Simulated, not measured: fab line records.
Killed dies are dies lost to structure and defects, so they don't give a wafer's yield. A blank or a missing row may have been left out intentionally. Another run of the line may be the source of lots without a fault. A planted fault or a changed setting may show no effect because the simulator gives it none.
fab line records	flow rit-cmos
[record] lots = 5	wafers = 15	last-day = 7
route steps=202 shown NLDD@109 PLDD@114
lots with no fault: from the same line, run without faults
start-h: hours from the record's first day to the start of the lot's first wafer shown	wait-h: time in hours since the lot's previous step	" repeats the value in the row above	L1.1+2: one row covering several wafers at once	- value missing, or start not given	* or withheld: withheld	< > ~ a bound
route shown NAME@n: a module of which the file shows steps, and the number in the route of the first	usual: mean/standard deviation taken from wafers without a fault	same: alike in all rows	chamber/n: place in a boat	sites: the reading at each site	_std_site: the values' standard deviation	_edge_site: outer sites' mean less inner sites'	radius-mm: how far each site lies from the wafer's centre	mask NAME#n: copy n	behind: the last tool/chamber to shape the wafer	hold: what put the lot on hold/how long, in hours/how the hold closed	device: names the non-switching transistor (n, p or np)	end of line: the route-end tests of the same wafers	for a step that has no rows: nothing shown but its recipe	killed: the dies lost at the first sort to structure and to defects; this is not the yield of the wafer	map: a wafer's dies, marking killed ones x, the rest . and places with no die _
set.NAME: the setting that was run; set.NAME@STEP: the one run at that earlier step	model.NAME: the simulator's own value behind a step, which no gauge read
certain route steps with their lots: each step a table, each wafer a row
services: the hour from which a tool's chamber was out of use, counted from the record's first day as start-h (under 0 if before that day), plus the number of hours and why
[[steps]]
[step RIT_NLDD_OVL_MEAS_06]
[usual] NLDD_OVL = 0.2/1.2
lot.wafer	tool	chamber	start-h	wait-h	NLDD_OVL[nm]
L076.1	overlay-01	-	60.29	-	0.3
L076.3	"	-	"	"	0.2
L076.5	"	-	"	"	1.9
L078.1	overlay-02	-	69.63	-	-1.8
L078.4	"	-	"	"	-1.9
L078.5	"	-	"	"	-1.7
L081.1	overlay-02	-	84.96	-	0.3
L081.4	"	-	"	"	-0.5
L081.6	"	-	"	"	1.9
L085.1	overlay-01	-	103.90	-	0.1
L085.4	"	-	"	"	1.5
L085.5	"	-	"	"	1.0
L097.3	overlay-02	-	157.24	-	0.4
L097.5	"	-	"	"	2.1
L097.6	"	-	"	"	-2.1
[step RIT_NLDD_HARDBAKE_07]
[recipe] resist = NOVOLAK	temp-c = 140	time-s = 60
lot.wafer	tool	chamber	start-h	wait-h
L076.1+3+5	litho-track-01	0	60.33	0.0
L078.1+4+5	litho-track-03	0	69.67	0.0
L081.1+4+6	litho-track-03	0	85.00	0.0
L085.1+4+5	litho-track-01	0	103.93	0.0
L097.3+5+6	litho-track-02	0	157.31	0.1
[step RIT_NLDD_IMPLANT_08]
[recipe] species = P	energy-kev = 20	dose-cm2 = 5e+14	tilt-deg = 7
[usual] faraday-current-uA = 1575/27
[same] implant-ion-amu = 31
lot.wafer	tool	chamber	start-h	wait-h	faraday-current-uA
L076.1	implanter-02	0	60.48	0.1	1558
L076.3	"	0	"	"	1566
L076.5	"	0	"	"	1559
L078.1	implanter-01	0	69.82	0.1	1606
L078.4	"	0	"	"	1573
L078.5	"	0	"	"	1598
L081.1	implanter-02	0	85.15	0.1	1579
L081.4	"	0	"	"	1499
L081.6	"	0	"	"	1596
L085.1	implanter-01	0	104.08	0.1	1509
L085.4	"	0	"	"	1536
L085.5	"	0	"	"	1603
L097.3	implanter-04	0	157.46	0.1	1572
L097.5	"	0	"	"	1609
L097.6	"	0	"	"	1588
[step RIT_NLDD_STRIP_09]
[recipe] chemistry = O2	time-s = 180	resist = NOVOLAK	platen-temp-c = withheld	power-w = 500	pressure-mtorr = 4000	o2-flow-sccm = 4000
[usual] drypump-motor-current-A = 5.93/0.18
lot.wafer	tool	chamber	start-h	wait-h	drypump-motor-current-A	rf-hours-counter-h
L076.1	plasma-asher-03	0	60.63	0.1	5.89	45
L076.3	"	0	"	"	5.92	-
L076.5	"	0	"	"	5.92	-
L078.1	plasma-asher-01	0	69.97	0.1	5.59	38
L078.4	"	1	"	"	6.06	-
L078.5	"	1	"	"	6.07	-
L081.1	plasma-asher-02	0	85.30	0.1	5.94	44
L081.4	"	1	"	"	5.88	-
L081.6	"	0	"	"	5.92	-
L085.1	plasma-asher-02	0	104.23	0.1	5.96	46
L085.4	"	0	"	"	5.96	-
L085.5	"	0	"	"	5.95	-
L097.3	plasma-asher-02	1	157.62	0.1	5.86	-
L097.5	"	1	"	"	5.89	-
L097.6	"	0	"	"	5.98	-
[step RIT_NLDD_TW_MEAS_10]
[usual] NLDD_TW = 2493/21
lot.wafer	tool	chamber	start-h	wait-h	NLDD_TW
L076.1	film-metro-01	-	60.80	0.1	2472
L076.3	"	-	"	"	2488
L076.5	"	-	"	"	2478
L078.1	film-metro-03	-	70.14	0.1	2527
L078.4	"	-	"	"	2515
L078.5	"	-	"	"	2519
L081.1	film-metro-03	-	85.47	0.1	2531
L081.4	"	-	"	"	2522
L081.6	"	-	"	"	2513
L085.1	film-metro-01	-	104.41	0.1	2493
L085.4	"	-	"	"	2490
L085.5	"	-	"	"	2499
L097.3	film-metro-01	-	157.76	0.1	2495
L097.5	"	-	"	"	2478
L097.6	"	-	"	"	2481
[step RIT_PLDD_HMDS_00]
[recipe] prime-time-s = 60	prime-temp-c = 140
[usual] prime-temp-c = 140.00/0.13
lot.wafer	tool	chamber	start-h	wait-h	prime-temp-c
L076.1	litho-track-01	0	60.86	0.1	140.05
L076.3	"	0	"	"	139.85
L076.5	"	0	"	"	139.81
L078.1	litho-track-04	0	70.20	0.1	140.06
L078.4	"	0	"	"	140.19
L078.5	"	0	"	"	140.26
L081.1	litho-track-03	0	85.53	0.1	140.15
L081.4	"	0	"	"	140.05
L081.6	"	0	"	"	140.14
L085.1	litho-track-03	0	104.47	0.1	139.88
L085.4	"	0	"	"	140.14
L085.5	"	0	"	"	140.18
L097.3	litho-track-03	0	157.88	0.1	140.01
L097.5	"	0	"	"	139.74
L097.6	"	0	"	"	139.74
[step RIT_PLDD_COAT_01]
[recipe] resist = NOVOLAK	spin-rpm = 3250	resist-thk-nm = 1000
lot.wafer	tool	chamber	start-h	wait-h
L076.1+3+5	litho-track-01	0	61.01	0.1
L078.1+4+5	litho-track-04	0	70.35	0.1
L081.1+4+6	litho-track-03	0	85.68	0.1
L085.1+4+5	litho-track-03	0	104.62	0.1
L097.3+5+6	litho-track-03	0	158.03	0.1
[step RIT_PLDD_SOFTBAKE_02]
[recipe] resist = NOVOLAK	temp-c = 90	time-s = 60
lot.wafer	tool	chamber	start-h	wait-h
L076.1+3+5	litho-track-01	0	61.16	0.1
L078.1+4+5	litho-track-04	0	70.50	0.1
L081.1+4+6	litho-track-03	0	85.83	0.1
L085.1+4+5	litho-track-03	0	104.77	0.1
L097.3+5+6	litho-track-03	0	158.18	0.1
[step RIT_PLDD_EXPOSE_03]
[recipe] mask-id = M8	na = 0.57	target-cd-nm = 40900	dose-mj = 250
lot.wafer	tool	chamber	start-h	wait-h	mask
L076.1+3+5	iline-stepper-02	0	61.31	0.1	M8#0
L078.1+4+5	iline-stepper-02	0	70.65	0.1	M8#0
L081.1+4+6	iline-stepper-01	0	85.98	0.1	M8#0
L085.1+4+5	iline-stepper-01	0	104.92	0.1	M8#0
L097.3+5+6	iline-stepper-02	0	158.42	0.2	M8#0
[step RIT_PLDD_PEB_04]
[recipe] resist = NOVOLAK	temp-c = withheld	time-s = withheld
lot.wafer	tool	chamber	start-h	wait-h
L076.1+3+5	litho-track-03	0	61.43	0.1
L078.1+4+5	litho-track-04	0	70.77	0.1
L081.1+4+6	litho-track-03	0	86.10	0.1
L085.1+4+5	litho-track-03	0	105.03	0.1
L097.3+5+6	litho-track-01	0	158.61	0.2
[step RIT_PLDD_DEVELOP_05]
[recipe] resist = NOVOLAK	develop-time-s = 50	dev-temp-c = 23
lot.wafer	tool	chamber	start-h	wait-h
L076.1+3+5	litho-track-03	0	-	-
L078.1+4+5	litho-track-04	0	-	-
L081.1+4+6	litho-track-03	0	-	-
L085.1+4+5	litho-track-03	0	-	-
L097.3+5+6	litho-track-01	0	-	-
[step RIT_PLDD_OVL_MEAS_06]
[usual] PLDD_OVL = 1.0/1.6
lot.wafer	tool	chamber	start-h	wait-h	PLDD_OVL[nm]
L076.1	overlay-01	-	61.71	-	4.8
L076.3	"	-	"	"	4.0
L076.5	"	-	"	"	2.6
L078.1	overlay-01	-	71.05	-	2.6
L078.4	"	-	"	"	2.2
L078.5	"	-	"	"	2.5
L081.1	overlay-02	-	86.38	-	0.2
L081.4	"	-	"	"	-1.5
L081.6	"	-	"	"	0.9
L085.1	overlay-02	-	105.32	-	-1.7
L085.4	"	-	"	"	-2.3
L085.5	"	-	"	"	-1.7
L097.3	overlay-01	-	158.86	-	2.2
L097.5	"	-	"	"	2.6
L097.6	"	-	"	"	0.8
[[services]]
tool	chamber	start-h	hours	kind
iline-stepper-01	0	41.05	-	calibration
iline-stepper-01	-	41.45	1.7	pm
iline-stepper-01	-	54.58	11.4	repair
implanter-02	-	59.25	0.6	repair
implanter-02	-	65.39	2.6	repair
implanter-02	-	69.90	3.0	pm
iline-stepper-02	-	77.11	1.7	pm
implanter-02	-	87.89	6.9	repair
iline-stepper-02	-	106.80	2.1	pm
plasma-asher-01	-	108.75	9.0	pm
plasma-asher-01	0	108.75	9.0	vent-cycle
plasma-asher-01	1	108.75	9.0	vent-cycle
iline-stepper-02	-	108.88	-	consumable-replace:lamp
implanter-04	-	111.99	1.2	repair
implanter-02	-	116.86	3.8	pm
plasma-asher-01	0	117.75	-	clean
plasma-asher-01	1	117.75	-	clean
iline-stepper-01	-	125.10	6.2	repair
iline-stepper-02	0	128.98	-	calibration
implanter-04	-	134.68	5.6	repair
plasma-asher-03	-	147.35	23.8	pm
iline-stepper-01	-	150.53	9.9	repair
[[key]]
fault none
